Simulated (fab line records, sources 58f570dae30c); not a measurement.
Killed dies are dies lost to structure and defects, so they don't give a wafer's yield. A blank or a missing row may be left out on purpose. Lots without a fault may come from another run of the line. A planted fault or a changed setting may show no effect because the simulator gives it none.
fab line records | flow berkeley_cmos170 | part 1 of 2: steps 1 to 26 of 38
record lots=5 wafers=15 last_day=12
route steps=331 shown ZERO@6 NWELL@14 PWELL@34
lots that met no fault: from a run of the same line without faults
start_h: hours from the record's first day to the start of the lot's first wafer shown | wait_h: hours since the lot's step before | " the same as in the row above | L1.1+2: a row that stands for several wafers | - no value, or no start given | * or withheld: withheld | < > ~ a bound
route shown NAME@n: a module of which the file shows steps, and the number in the route of the first | usual: mean/standard deviation of fault-free wafers | same: alike in all rows | chamber/n: place in a boat | sites: the reading at each site | _std_site: their standard deviation | _edge_site: outer sites' mean less inner sites' | radius_mm: how far each site lies from the wafer's centre | mask NAME#n: copy n | behind: the tool/chamber that last shaped the wafer | hold: why the lot was held/for how many hours/how that ended | device: the transistor (n, p or np) that didn't switch | end of line: the same wafers' tests at the end of the route | a step without rows: its recipe alone | killed: dies lost to structure and defects at the first sort, not the wafer's yield | map: a wafer's dies, x killed, . not, _ none there
set.NAME: the setting as run; set.NAME@STEP: as run at that earlier step | model.NAME: the simulator's own value behind a step, which no gauge read
lots at some steps of the route; a table a step, a row a wafer
services: from which hour (start_h, from the record's first day; less than 0 if before it) a tool's chamber was out of use, for how many hours, and why
## steps
# step UCB170_ZERO_HMDS_00
# recipe prime_time_s=60 prime_temp_c=100
# columns lot.wafer tool chamber start_h wait_h
L074.3+4+5 litho_track-01 0 19.47 0.1
L080.3+5+6 litho_track-04 0 49.30 0.6
L084.1+3+6 litho_track-02 0 75.47 0.0
L085.1+3+4 litho_track-04 0 75.51 0.0
L093.1+5+6 litho_track-02 0 115.41 0.6
# step UCB170_ZERO_COAT_01
# recipe resist=KrF spin_rpm=1500 resist_thk_nm=900
# columns lot.wafer tool chamber start_h wait_h
L074.3+4+5 litho_track-01 0 19.62 0.1
L080.3+5+6 litho_track-04 0 49.45 0.1
L084.1+3+6 litho_track-02 0 75.62 0.1
L085.1+3+4 litho_track-04 0 75.66 0.1
L093.1+5+6 litho_track-02 0 115.56 0.1
# step UCB170_ZERO_SOFTBAKE_02
# recipe resist=KrF temp_c=130 time_s=60
# usual heater_power_total_W=56.80/0.048
# columns lot.wafer tool chamber start_h wait_h heater_power_total_W
L074.3 litho_track-01 0 19.77 0.1 56.69
L074.4 " 0 " " 56.80
L074.5 " 0 " " 56.76
L080.3 litho_track-04 0 49.60 0.1 56.81
L080.5 " 0 " " 56.81
L080.6 " 0 " " 56.82
L084.1 litho_track-02 0 75.77 0.1 56.80
L084.3 " 0 " " 56.88
L084.6 " 0 " " 56.79
L085.1 litho_track-04 0 75.81 0.1 56.81
L085.3 " 0 " " 56.77
L085.4 " 0 " " 56.78
L093.1 litho_track-02 0 115.71 0.1 56.83
L093.5 " 0 " " 56.80
L093.6 " 0 " " 56.74
# step UCB170_ZERO_EXPOSE_03
# recipe mask_id=PM_MARKS na=0.5 sigma_outer=0.6 source_shape=conventional target_cd_nm=4000 dose_mj=30
# same sigma_outer=0.6
# columns lot.wafer tool chamber start_h wait_h mask
L074.3+4+5 krf_scanner-01 0 19.91 0.1 PM_MARKS#0
L080.3+5+6 krf_scanner-02 0 49.91 0.3 PM_MARKS#0
L084.1+3+6 krf_scanner-02 0 76.04 0.2 PM_MARKS#0
L085.1+3+4 krf_scanner-01 0 76.29 0.4 PM_MARKS#0
L093.1+5+6 krf_scanner-01 0 - - PM_MARKS#0
# step UCB170_ZERO_PEB_04
# recipe peb_temp_c=130 peb_time_s=withheld resist=KrF
# usual heater_power_total_W=56.80/0.045
# columns lot.wafer tool chamber start_h wait_h heater_power_total_W
L074.3 litho_track-02 0 20.34 0.4 56.74
L074.4 " 0 " " 56.78
L074.5 " 0 " " 56.76
L080.3 litho_track-04 0 50.03 0.1 56.82
L080.5 " 0 " " 56.89
L080.6 " 0 " " 56.81
L084.1 litho_track-01 0 76.63 0.6 56.76
L084.3 " 0 " " 56.79
L084.6 " 0 " " 56.75
L085.1 litho_track-02 0 76.64 0.3 56.82
L085.3 " 0 " " 56.85
L085.4 " 0 " " 56.71
L093.1 litho_track-04 0 - - 56.83
L093.5 " 0 " " 56.82
L093.6 " 0 " " 56.76
# step UCB170_ZERO_DEVELOP_05
# recipe developer=TMAH develop_time_s=45 resist=KrF dev_temp_c=21
# usual developer_temp_C=20.98/0.088
# columns lot.wafer tool chamber start_h wait_h developer_temp_C
L074.3 litho_track-02 0 - - 20.96
L074.4 " 0 " " 20.97
L074.5 " 0 " " 21.10
L080.3 litho_track-04 0 - - 21.06
L080.5 " 0 " " 21.10
L080.6 " 0 " " 21.03
L084.1 litho_track-01 0 - - 21.08
L084.3 " 0 " " 20.91
L084.6 " 0 " " 20.95
L085.1 litho_track-02 0 - - 21.09
L085.3 " 0 " " 21.00
L085.4 " 0 " " 21.05
L093.1 litho_track-04 0 - - 21.08
L093.5 " 0 " " 20.91
L093.6 " 0 " " 20.97
# step UCB170_ZERO_ETCH_06
# recipe chemistry=CHF3/CF4/Ar target=SiO2 time_s=12 pressure_mtorr=100 rf_w=500 CHF3_flow_sccm=50 cf4_flow_sccm=10 Ar_flow_sccm=120 over_etch_frac=1.58
# usual drypump_motor_current_A=5.6/0.44 oes_product_au=0.619/0.0076 throttle_valve_pct=9.25/0.19
# columns lot.wafer tool chamber start_h wait_h drypump_motor_current_A oes_product_au rf_hours_counter_h throttle_valve_pct
L074.3 rie_diel-03 0 20.56 - 5.6 0.619 31 9.05
L074.4 " 0 " " 5.6 0.615 - 9.03
L074.5 " 2 " " 5.5 0.626 - 9.40
L080.3 rie_diel-03 1 50.26 - 4.7 0.602 169 9.28
L080.5 " 2 " " 5.5 0.624 - 9.41
L080.6 " 1 " " 4.7 0.602 - 9.29
L084.1 rie_diel-02 2 76.90 - 6.4 0.625 126 9.04
L084.3 " 3 " " 5.9 0.626 108 9.23
L084.6 " 3 " " 6.0 0.626 - 9.24
L085.1 rie_diel-03 1 76.92 - 4.8 0.626 0 9.27
L085.3 " 0 " " 5.6 0.611 33 9.02
L085.4 " 2 " " 5.5 0.636 62 9.41
L093.1 rie_diel-04 1 117.39 - 6.3 0.616 3 9.43
L093.5 " 3 " " 5.7 0.617 - 9.35
L093.6 " 0 " " 5.7 0.620 - 9.51
# step UCB170_ZERO_STRIP_07
# recipe chemistry=O2 power_w=400 pressure_mtorr=3500 platen_temp_c=withheld o2_flow_sccm=400 overash_fraction=0.5
# usual drypump_motor_current_A=6.0/0.62 o2_flow_sccm=400.0/1.2 oes_product_au=0.728/0.0051 strip_time_to_endpoint_s=21.45/0.066
# columns lot.wafer tool chamber start_h wait_h drypump_motor_current_A o2_flow_sccm oes_product_au rf_hours_counter_h strip_time_to_endpoint_s
L074.3 plasma_asher-03 0 20.62 0.0 5.4 398.9 0.730 - 21.39
L074.4 " 1 " " 6.5 398.0 0.731 - 21.35
L074.5 " 0 " " 5.4 399.4 0.722 - 21.39
L080.3 plasma_asher-02 1 50.32 0.0 5.6 401.2 0.727 - 21.32
L080.5 " 1 " " 5.6 400.7 0.725 - 21.44
L080.6 " 0 " " 6.6 399.8 0.729 - 21.41
L084.1 plasma_asher-02 1 76.92 0.0 5.6 400.4 0.727 36 21.37
L084.3 " 0 " " 6.6 398.7 0.726 - 21.41
L084.6 " 0 " " 6.6 399.8 0.721 - 21.39
L085.1 plasma_asher-04 0 76.94 0.0 5.1 401.0 0.723 35 21.50
L085.3 " 1 " " 6.7 400.4 0.724 - 21.54
L085.4 " 0 " " 5.1 400.1 0.731 - 21.50
L093.1 plasma_asher-03 1 117.41 0.0 6.6 400.3 0.721 31 21.50
L093.5 " 1 " " 6.6 399.6 0.725 - 21.49
L093.6 " 0 " " 5.4 400.7 0.726 - 21.44
# step UCB170_NWELL_WET_ETCH_00
# recipe chemistry=dHF dilution=25:1 target=SiO2 temp_c=25 time_s=200
# columns lot.wafer tool chamber start_h wait_h
L074.3+4+5 wet_bench-03 0 20.71 0.1
L080.3+5+6 wet_bench-01 0 50.38 0.0
L084.1+3+6 wet_bench-03 1 77.87 0.9
L085.1+3+4 wet_bench-03 2 77.87 0.9
L093.1+5+6 wet_bench-04 3 117.51 0.1
# step UCB170_NWELL_OXIDATION_01
# recipe temp_c=1000 ambient=O2 target_thk_a=264 ox_time_s=1260
# usual spike_tc_source_C=1020.9/1.4 tube_center_temp_C=1000/0.094 tube_center_temp_C_max=1002.6/0.39
# columns lot.wafer tool chamber start_h wait_h spike_tc_source_C tube_center_temp_C tube_center_temp_C_max
L074.3 furnace-01 0 24.94 4.2 1018.6 1000.1 1002.6
L074.4 " 0 " " 1020.7 999.97 1002.1
L074.5 " 0 " " 1020.0 999.95 1003.0
L080.3 furnace-04 0 54.34 3.9 1019.7 999.97 1003.0
L080.5 " 0 " " 1020.0 999.97 1001.7
L080.6 " 0 " " 1021.0 1000.1 1002.4
L084.1 furnace-04 0 83.92 6.0 1020.3 1000.2 1003.3
L084.3 " 0 " " 1020.0 999.92 1002.7
L084.6 " 0 " " 1019.1 999.96 1002.4
L085.1 furnace-04 0 83.92 6.0 1017.3 999.9 1002.6
L085.3 " 0 " " 1019.9 1000 1002.0
L085.4 " 0 " " 1019.4 999.92 1002.0
L093.1 furnace-01 0 120.14 2.6 1020.2 1000.2 1002.2
L093.5 " 0 " " 1018.7 1000 1002.8
L093.6 " 0 " " 1021.7 1000.2 1003.0
# step UCB170_NWELL_THK_MEAS_02
# recipe reads=SiO2_of_NWELL_OXIDATION_01
# usual NWELL_OXIDE_THK=26.5/0.45
# columns lot.wafer tool chamber start_h wait_h NWELL_OXIDE_THK[nm]
L074.3 film_metro-02 - 26.31 0.0 27.1
L074.4 " - " " 26.9
L074.5 " - " " 27.1
L080.3 film_metro-02 - 55.71 0.0 26.9
L080.5 " - " " 26.9
L080.6 " - " " 26.5
L084.1 film_metro-04 - 85.27 0.0 26.3
L084.3 " - " " 26.4
L084.6 " - " " 25.7
L085.1 film_metro-03 - 85.27 0.0 26.1
L085.3 " - " " 26.7
L085.4 " - " " 26.6
L093.1 film_metro-04 - 121.49 0.0 26.4
L093.5 " - " " 26.1
L093.6 " - " " 26.3
# step UCB170_NWELL_ANNEAL_03
# recipe temp_c=1000 time_s=900 ambient=N2
# usual spike_tc_source_C=1021.6/1.4 tube_center_temp_C=1000/0.098 tube_center_temp_C_max=1002.6/0.43
# columns lot.wafer tool chamber start_h wait_h spike_tc_source_C tube_center_temp_C tube_center_temp_C_max
L074.3 furnace-01 0 31.29 5.0 1022.7 1000.1 1002.0
L074.4 " 0 " " 1020.3 1000.1 1002.7
L074.5 " 0 " " 1021.1 1000 1002.2
L080.3 furnace-04 0 58.29 2.6 1020.8 1000.1 1002.8
L080.5 " 0 " " 1020.9 999.97 1002.5
L080.6 " 0 " " 1020.3 1000.1 1003.2
L084.1 furnace-02 0 90.34 5.1 1023.1 999.95 1002.7
L084.3 " 0 " " 1023.3 999.9 1002.7
L084.6 " 0 " " 1022.2 1000.1 1003.3
L085.1 furnace-02 0 90.34 5.1 1022.6 999.92 1002.1
L085.3 " 0 " " 1021.7 1000 1003.0
L085.4 " 0 " " 1022.4 1000.1 1003.2
L093.1 furnace-02 0 123.82 2.3 1023.5 999.87 1003.2
L093.5 " 0 " " 1023.0 999.97 1002.3
L093.6 " 0 " " 1022.3 1000.1 1002.4
# step UCB170_NWELL_CVD_04
# recipe material=Si3N4 target_thk_nm=224 temp_c=800 precursor=SiH2Cl2/NH3 time_s=3360 pressure_mtorr=200 sih2cl2_flow_sccm=25 nh3_flow_sccm=75
# usual sih2cl2_flow_sccm=24.97/0.078 spike_tc_source_C=821.6/2.3
# columns lot.wafer tool chamber start_h wait_h sih2cl2_flow_sccm spike_tc_source_C
L074.3 lpcvd-01 0 32.54 0.0 25.01 821.4
L074.4 " 0 " " 24.97 819.5
L074.5 " 0 " " 25.06 822.1
L080.3 lpcvd-01 1 60.00 0.5 24.93 817.9
L080.5 " 1 " " 25.04 818.1
L080.6 " 1 " " 24.91 818.2
L084.1 lpcvd-01 0 91.59 0.0 24.78 822.3
L084.3 " 0 " " 24.77 820.9
L084.6 " 0 " " 24.79 821.4
L085.1 lpcvd-01 0 91.59 0.0 24.98 820.7
L085.3 " 0 " " 24.94 822.0
L085.4 " 0 " " 24.92 822.1
L093.1 lpcvd-02 1 125.07 0.0 24.99 825.0
L093.5 " 1 " " 25.06 824.3
L093.6 " 1 " " 25.06 824.0
# step UCB170_NWELL_THK_MEAS_05
# recipe reads=Si3N4_of_NWELL_CVD_04
# usual NWELL_NITRIDE_THK=224.1/1.8
# columns lot.wafer tool chamber start_h wait_h NWELL_NITRIDE_THK[nm]
L074.3 film_metro-04 - 34.49 0.0 225.1
L074.4 " - " " 225.7
L074.5 " - " " 224.0
L080.3 film_metro-04 - 62.01 0.1 226.0
L080.5 " - " " 226.5
L080.6 " - " " 223.8
L084.1 film_metro-04 - 93.52 0.0 224.1
L084.3 " - " " 223.5
L084.6 " - " " 222.0
L085.1 film_metro-03 - 93.52 0.0 226.4
L085.3 " - " " 223.4
L085.4 " - " " 224.1
L093.1 film_metro-04 - 127.00 0.0 228.0
L093.5 " - " " 225.4
L093.6 " - " " 227.3
# step UCB170_NWELL_HMDS_06
# recipe prime_time_s=60 prime_temp_c=100
# columns lot.wafer tool chamber start_h wait_h
L074.3+4+5 litho_track-04 0 34.58 0.1
L080.3+5+6 litho_track-01 0 62.26 0.2
L085.1+3+4 litho_track-04 0 93.77 0.2
L084.1+3+6 litho_track-03 0 93.94 0.4
L093.1+5+6 litho_track-04 0 127.06 0.1
# step UCB170_NWELL_COAT_07
# recipe resist=KrF spin_rpm=1500 resist_thk_nm=900
# columns lot.wafer tool chamber start_h wait_h
L074.3+4+5 litho_track-04 0 34.73 0.1
L080.3+5+6 litho_track-01 0 62.41 0.1
L085.1+3+4 litho_track-04 0 93.92 0.1
L084.1+3+6 litho_track-03 0 94.09 0.1
L093.1+5+6 litho_track-04 0 127.21 0.1
# step UCB170_NWELL_SOFTBAKE_08
# recipe resist=KrF temp_c=130 time_s=60
# usual heater_power_total_W=56.80/0.048
# columns lot.wafer tool chamber start_h wait_h heater_power_total_W
L074.3 litho_track-04 0 34.88 0.1 56.79
L074.4 " 0 " " 56.76
L074.5 " 0 " " 56.81
L080.3 litho_track-01 0 62.56 0.1 56.81
L080.5 " 0 " " 56.81
L080.6 " 0 " " 56.83
L085.1 litho_track-04 0 94.07 0.1 56.86
L085.3 " 0 " " 56.83
L085.4 " 0 " " 56.81
L084.1 litho_track-03 0 94.24 0.1 56.84
L084.3 " 0 " " 56.82
L084.6 " 0 " " 56.78
L093.1 litho_track-04 0 127.36 0.1 56.71
L093.5 " 0 " " 56.80
L093.6 " 0 " " 56.77
# step UCB170_NWELL_EXPOSE_09
# recipe mask_id=NWELL target_cd_nm=3000 na=0.5 sigma_outer=0.6 source_shape=conventional dose_mj=25
# same sigma_outer=0.6
# columns lot.wafer tool chamber start_h wait_h mask
L074.3+4+5 krf_scanner-02 0 35.14 0.2 NWELL#0
L080.3+5+6 krf_scanner-02 0 62.96 0.4 NWELL#0
L085.1+3+4 krf_scanner-02 0 94.35 0.2 NWELL#0
L084.1+3+6 krf_scanner-01 0 94.59 0.3 NWELL#0
L093.1+5+6 krf_scanner-02 0 127.76 0.4 NWELL#0
# step UCB170_NWELL_PEB_10
# recipe peb_temp_c=130 peb_time_s=withheld resist=KrF
# usual heater_power_total_W=56.81/0.043
# columns lot.wafer tool chamber start_h wait_h heater_power_total_W
L074.3 litho_track-01 0 35.27 0.1 56.79
L074.4 " 0 " " 56.81
L074.5 " 0 " " 56.78
L080.3 litho_track-04 0 63.52 0.5 56.82
L080.5 " 0 " " 56.74
L080.6 " 0 " " 56.84
L085.1 litho_track-01 0 94.49 0.1 56.80
L085.3 " 0 " " 56.75
L085.4 " 0 " " 56.77
L084.1 litho_track-04 0 94.71 0.1 56.73
L084.3 " 0 " " 56.86
L084.6 " 0 " " 56.87
L093.1 litho_track-04 0 127.87 0.1 56.80
L093.5 " 0 " " 56.73
L093.6 " 0 " " 56.81
# step UCB170_NWELL_DEVELOP_11
# recipe developer=TMAH develop_time_s=45 resist=KrF dev_temp_c=21
# usual developer_temp_C=21.00/0.12
# columns lot.wafer tool chamber start_h wait_h developer_temp_C
L074.3 litho_track-01 0 - - 21.09
L074.4 " 0 " " 21.16
L074.5 " 0 " " 21.03
L080.3 litho_track-04 0 - - 21.12
L080.5 " 0 " " 21.07
L080.6 " 0 " " 20.92
L085.1 litho_track-01 0 - - 21.13
L085.3 " 0 " " 21.22
L085.4 " 0 " " 21.20
L084.1 litho_track-04 0 - - 21.00
L084.3 " 0 " " 21.10
L084.6 " 0 " " 21.21
L093.1 litho_track-04 0 - - 21.05
L093.5 " 0 " " 20.97
L093.6 " 0 " " 21.00
# step UCB170_NWELL_OVL_MEAS_12
# usual NWELL_OVL=0/5.1
# columns lot.wafer tool chamber start_h wait_h NWELL_OVL[nm]
L074.3 overlay-02 - 35.51 - -6
L074.4 " - " " -1
L074.5 " - " " -11
L080.3 overlay-01 - 63.76 - 1
L080.5 " - " " 2
L080.6 " - " " 0
L085.1 overlay-02 - 94.76 - -3
L085.3 " - " " 3
L085.4 " - " " -4
L084.1 overlay-01 - 94.98 - 9
L084.3 " - " " 0
L084.6 " - " " 2
L093.1 overlay-02 - 128.15 - 0
L093.5 " - " " -2
L093.6 " - " " -8
# step UCB170_NWELL_ETCH_13
# recipe chemistry=CH3F/Ar/O2 target=Si3N4 stop_on=SiO2 CH3F_flow_sccm=20 Ar_flow_sccm=50 O2_flow_sccm=7 pressure_mtorr=50 rf_w=450 target_depth_a=2464 over_etch_frac=0.1 time_s=154
# usual drypump_motor_current_A=5.7/0.49 oes_product_au=0.943/0.0096 throttle_valve_pct=8.08/0.16
# columns lot.wafer tool chamber start_h wait_h drypump_motor_current_A oes_product_au rf_hours_counter_h throttle_valve_pct
L074.3 rie_diel-02 2 35.53 0.0 6.4 0.941 124 7.83
L074.4 " 0 " " 5.3 0.954 11 7.89
L074.5 " 1 " " 5.1 0.938 - 8.09
L080.3 rie_diel-01 3 63.78 0.0 6.0 0.944 96 8.17
L080.5 " 2 " " 5.0 0.955 - 8.27
L080.6 " 1 " " 6.3 0.934 - 7.94
L085.1 rie_diel-04 3 94.80 0.0 5.7 0.957 41 8.18
L085.3 " 1 " " 6.3 0.932 2 8.21
L085.4 " 0 " " 5.7 0.947 3 8.29
L084.1 rie_diel-01 2 95.02 0.0 5.0 0.946 26 8.25
L084.3 " 1 " " 6.3 0.919 12 7.95
L084.6 " 2 " " 5.0 0.946 - 8.27
L093.1 rie_diel-02 1 128.18 0.0 5.1 0.946 54 8.09
L093.5 " 1 " " 5.1 0.942 - 8.12
L093.6 " 2 " " 6.4 0.952 - 7.85
# step UCB170_NWELL_IMPLANT_14
# recipe species=P dose_cm2=1e+13 energy_kev=150 tilt_deg=7
# columns lot.wafer tool chamber start_h wait_h
L074.3+4+5 implanter-01 0 35.68 0.1
L080.3+5+6 implanter-04 0 63.93 0.1
L085.1+3+4 implanter-04 0 94.90 0.1
L084.1+3+6 implanter-02 0 95.12 0.1
L093.1+5+6 implanter-04 0 128.29 0.1
# step UCB170_NWELL_STRIP_15
# recipe chemistry=O2 power_w=400 pressure_mtorr=3500 platen_temp_c=withheld o2_flow_sccm=400 overash_fraction=0.5
# usual drypump_motor_current_A=5.8/0.55 o2_flow_sccm=400.3/1.1 oes_product_au=0.720/0.0043 strip_time_to_endpoint_s=18.01/0.11
# columns lot.wafer tool chamber start_h wait_h drypump_motor_current_A o2_flow_sccm oes_product_au rf_hours_counter_h strip_time_to_endpoint_s
L074.3 plasma_asher-02 0 35.82 0.1 6.6 400.8 0.717 - 18.01
L074.4 " 1 " " 5.6 401.1 0.719 - 18.05
L074.5 " 1 " " 5.6 399.3 0.729 - 18.05
L080.3 plasma_asher-01 0 64.07 0.1 5.6 400.0 0.725 - 18.03
L080.5 " 0 " " 5.5 398.9 0.719 - 17.81
L080.6 " 1 " " 5.5 399.0 0.718 - 17.81
L085.1 plasma_asher-04 0 95.05 0.1 5.1 401.4 0.723 37 18.06
L085.3 " 1 " " 6.7 401.7 0.722 - 17.94
L085.4 " 0 " " 5.1 403.5 0.713 - 17.95
L084.1 plasma_asher-01 1 95.27 0.1 5.5 398.9 0.723 34 17.82
L084.3 " 0 " " 5.5 401.3 0.724 - 17.90
L084.6 " 1 " " 5.5 400.4 0.723 - 17.83
L093.1 plasma_asher-02 1 128.44 0.1 5.6 399.7 0.714 41 17.95
L093.5 " 0 " " 6.5 398.1 0.720 - 17.97
L093.6 " 1 " " 5.6 402.2 0.720 - 17.94
# step UCB170_NWELL_TW_MEAS_16
# usual NWELL_TW=1232/8.9
# columns lot.wafer tool chamber start_h wait_h NWELL_TW
L074.3 film_metro-04 - 35.90 0.1 1239
L074.4 " - " " 1230
L074.5 " - " " 1226
L080.3 film_metro-04 - 64.15 0.1 1235
L080.5 " - " " 1226
L080.6 " - " " 1237
L085.1 film_metro-04 - 95.15 0.1 1237
L085.3 " - " " 1239
L085.4 " - " " 1237
L084.1 film_metro-03 - 95.37 0.1 1223
L084.3 " - " " 1224
L084.6 " - " " 1223
L093.1 film_metro-04 - 128.54 0.1 1226
L093.5 " - " " 1232
L093.6 " - " " 1234
# step UCB170_NWELL_CLEAN_17
# recipe chemistry=SPM temp_c=120 time_s=600
# columns lot.wafer tool chamber start_h wait_h
L074.3+4+5 wet_bench-04 3 35.94 0.0
L080.3+5+6 wet_bench-01 1 64.19 0.0
L084.1+3+6 wet_bench-01 2 97.26 1.9
L085.1+3+4 wet_bench-01 2 97.26 2.1
L093.1+5+6 wet_bench-04 3 128.71 0.2
